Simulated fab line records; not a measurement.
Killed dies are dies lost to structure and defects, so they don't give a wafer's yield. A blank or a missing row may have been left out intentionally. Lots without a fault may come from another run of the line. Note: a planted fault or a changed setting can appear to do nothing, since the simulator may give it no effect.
Which of the tools did it? :: flow berkeley-cmos170 :: 10 lots, 30 wafers sampled, at 5 steps of a route of 331

WHAT EACH GAUGE READ, for each wafer
UCB170_NWELL_TW_MEAS_16. Usual: NWELL_TW 1238, standard deviation 7.7.
lot: L955
measured: day 2 09:13
on: film-metro-04
NWELL_TW: 1235 1231 1241
flag: 

lot: L956
measured: day 2 17:41
on: film-metro-03
NWELL_TW: 1237 1238 1243
flag: 

lot: L957
measured: day 3 02:42
on: film-metro-01
NWELL_TW: 1240 1239 1246
flag: 

lot: L958
measured: day 3 02:51
on: film-metro-04
NWELL_TW: 1239 1231 1232
flag: 

lot: L959
measured: day 3 14:06
on: film-metro-01
NWELL_TW: 1244 1245 1243
flag: 

lot: L960
measured: day 3 18:41
on: film-metro-03
NWELL_TW: 1249 1242 1249
flag: 

lot: L967
measured: day 4 18:54
on: film-metro-04
NWELL_TW: 1232 1231 1233
flag: 

lot: L970
measured: day 5 14:55
on: film-metro-01
NWELL_TW: 1248 1249 1252
flag: 

lot: L973
measured: day 6 06:07
on: film-metro-01
NWELL_TW: 1246 1244 1249
flag: 

lot: L975
measured: day 6 17:08
on: film-metro-03
NWELL_TW: 1225 1237 1231
flag: 

UCB170_PWELL_OVL_MEAS_13. Usual: PWELL_OVL 3 nm, standard deviation 6.1.
lot: L955
measured: day 3 06:19
on: overlay-02
PWELL_OVL (nm): 4 6 6
flag: 

lot: L956
measured: day 3 13:55
on: overlay-01
PWELL_OVL (nm): -1 1 -6
flag: 

lot: L957
measured: day 3 21:16
on: overlay-02
PWELL_OVL (nm): 8 14 2
flag: 

lot: L958
measured: day 3 21:48
on: overlay-02
PWELL_OVL (nm): -1 -2 0
flag: 

lot: L959
measured: day 4 09:14
on: overlay-01
PWELL_OVL (nm): -1 1 2
flag: 

lot: L960
measured: day 4 13:52
on: overlay-01
PWELL_OVL (nm): 2 4 -1
flag: 

lot: L967
measured: day 5 16:59
on: overlay-01
PWELL_OVL (nm): -12 -7 -7
flag: 

lot: L970
measured: day 6 14:08
on: overlay-02
PWELL_OVL (nm): 6 9 10
flag: 

lot: L973
measured: day 7 00:25
on: overlay-01
PWELL_OVL (nm): 5 12 5
flag: 

lot: L975
measured: day 7 16:49
on: overlay-02
PWELL_OVL (nm): 5 8 -1
flag: 

UCB170_ACTIVE_THK_MEAS_03. Usual: ACTIVE_OXIDE_THK 26.5 nm, standard deviation 0.48.
lot: L955
measured: day 4 04:59
on: film-metro-01
ACTIVE_OXIDE_THK (nm): 26.2 26.1 26.9
flag: 

lot: L956
measured: day 4 13:41
on: film-metro-04
ACTIVE_OXIDE_THK (nm): 27.0 26.6 27.1
flag: 

lot: L957
measured: day 4 18:43
on: film-metro-02
ACTIVE_OXIDE_THK (nm): 26.8 27.2 27.0
flag: 

lot: L958
measured: day 4 18:41
on: film-metro-04
ACTIVE_OXIDE_THK (nm): 26.9 26.0 26.0
flag: 

lot: L959
measured: day 5 07:17
on: film-metro-02
ACTIVE_OXIDE_THK (nm): 25.5 25.7 26.2
flag: 

lot: L960
measured: day 5 16:13
on: film-metro-01
ACTIVE_OXIDE_THK (nm): 27.2 27.5 26.9
flag: 

lot: L967
measured: day 6 19:49
on: film-metro-02
ACTIVE_OXIDE_THK (nm): 26.9 26.9 26.9
flag: 

lot: L970
measured: day 7 23:20
on: film-metro-02
ACTIVE_OXIDE_THK (nm): 26.5 26.3 26.3
flag: 

lot: L973
measured: day 8 12:46
on: film-metro-02
ACTIVE_OXIDE_THK (nm): 26.0 25.8 25.6
flag: 

lot: L975
measured: day 9 04:49
on: film-metro-02
ACTIVE_OXIDE_THK (nm): 26.8 26.7 26.4
flag: 

UCB170_GATE_OVL_MEAS_13. Usual: GATE_OVL 0 nm, standard deviation 4.9.
lot: L955
measured: day 7 02:22
on: overlay-01
GATE_OVL (nm): -5 -1 -2
flag: 

lot: L956
measured: day 7 21:37
on: overlay-01
GATE_OVL (nm): 0 1 -1
flag: 

lot: L957
measured: day 7 22:05
on: overlay-01
GATE_OVL (nm): 5 0 -2
flag: 

lot: L958
measured: day 7 22:20
on: overlay-02
GATE_OVL (nm): -12 -5 -3
flag: 

lot: L959
measured: day 8 06:24
on: overlay-02
GATE_OVL (nm): 1 6 5
flag: 

lot: L960
measured: day 9 06:51
on: overlay-02
GATE_OVL (nm): 0 -2 -6
flag: 

lot: L967
measured: day 10 05:14
on: overlay-02
GATE_OVL (nm): 330 327 324
flag: OFF

lot: L970
measured: day 11 08:00
on: overlay-02
GATE_OVL (nm): 324 317 320
flag: OFF

lot: L973
measured: day 11 18:02
on: overlay-01
GATE_OVL (nm): -1 -1 -7
flag: 

lot: L975
measured: day 12 05:47
on: overlay-02
GATE_OVL (nm): -4 0 -8
flag: 

WHAT TOOL EACH LOT RAN ON (gives the tool, then ch and the chambers of the sampled wafers, and finally the start)
lot: L955
UCB170_GATE_EXPOSE_09: krf-scanner-02 ch 0, day 7 01:52

lot: L956
UCB170_GATE_EXPOSE_09: krf-scanner-01 ch 0, day 7 21:07

lot: L957
UCB170_GATE_EXPOSE_09: krf-scanner-02 ch 0, day 7 21:23

lot: L958
UCB170_GATE_EXPOSE_09: krf-scanner-01 ch 0, day 7 21:34

lot: L959
UCB170_GATE_EXPOSE_09: krf-scanner-02 ch 0, day 8 05:54

lot: L960
UCB170_GATE_EXPOSE_09: krf-scanner-01 ch 0, day 9 06:21

lot: L967
UCB170_GATE_EXPOSE_09: krf-scanner-02 ch 0, day 10 04:44

lot: L970
UCB170_GATE_EXPOSE_09: krf-scanner-02 ch 0, day 11 07:32

lot: L973
UCB170_GATE_EXPOSE_09: krf-scanner-01 ch 0, day 11 17:10

lot: L975
UCB170_GATE_EXPOSE_09: krf-scanner-01 ch 0, day 12 05:17
- UCB170_GATE_EXPOSE_09: exposes mask POLY, target cd 350 nm.

WHAT THE TOOLS THEMSELVES READ (means of the sampled wafers that have a number; where no wafer has one, the mark that the record gives instead)
The record holds no such reading with a usual standard deviation.

THE ANSWER, worked out from the rows above alone
Rule: a lot is off if the mean of its wafers that have a number lies more than 3 standard deviations from the usual mean. Also off: a lot with no number at a reading for which 4 or more lots have one. The other lots that the step has rows for count as sound. The gauges are gone through in route order, then the tools' own readings, and for those a lot's mean is taken as printed above. At the first step where some lot is off, the reading lying furthest off is the one used; lots without a number count as furthest.
Off: L967, L970, at UCB170_GATE_OVL_MEAS_13 (GATE_OVL).
A tool fits if, at a process step before that reading, it ran every lot that is off, and no sound lot after the first of them. Gauges at UCB170_GATE_OVL_MEAS_13: tried the same way as those tools. One fits: UCB170_GATE_EXPOSE_09 on krf-scanner-02. A fault onset in the window from L959 (day 8 05:54, its last sound lot) to L967 (day 10 04:44, its first lot off) fits.

WHAT THE SIMULATOR HAD INSERTED
Scanner matching overlay: krf-scanner-02, from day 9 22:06 on, at UCB170_GATE_EXPOSE_09. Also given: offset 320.
Struck lots among those shown: L967, L970. The rule above found the same.
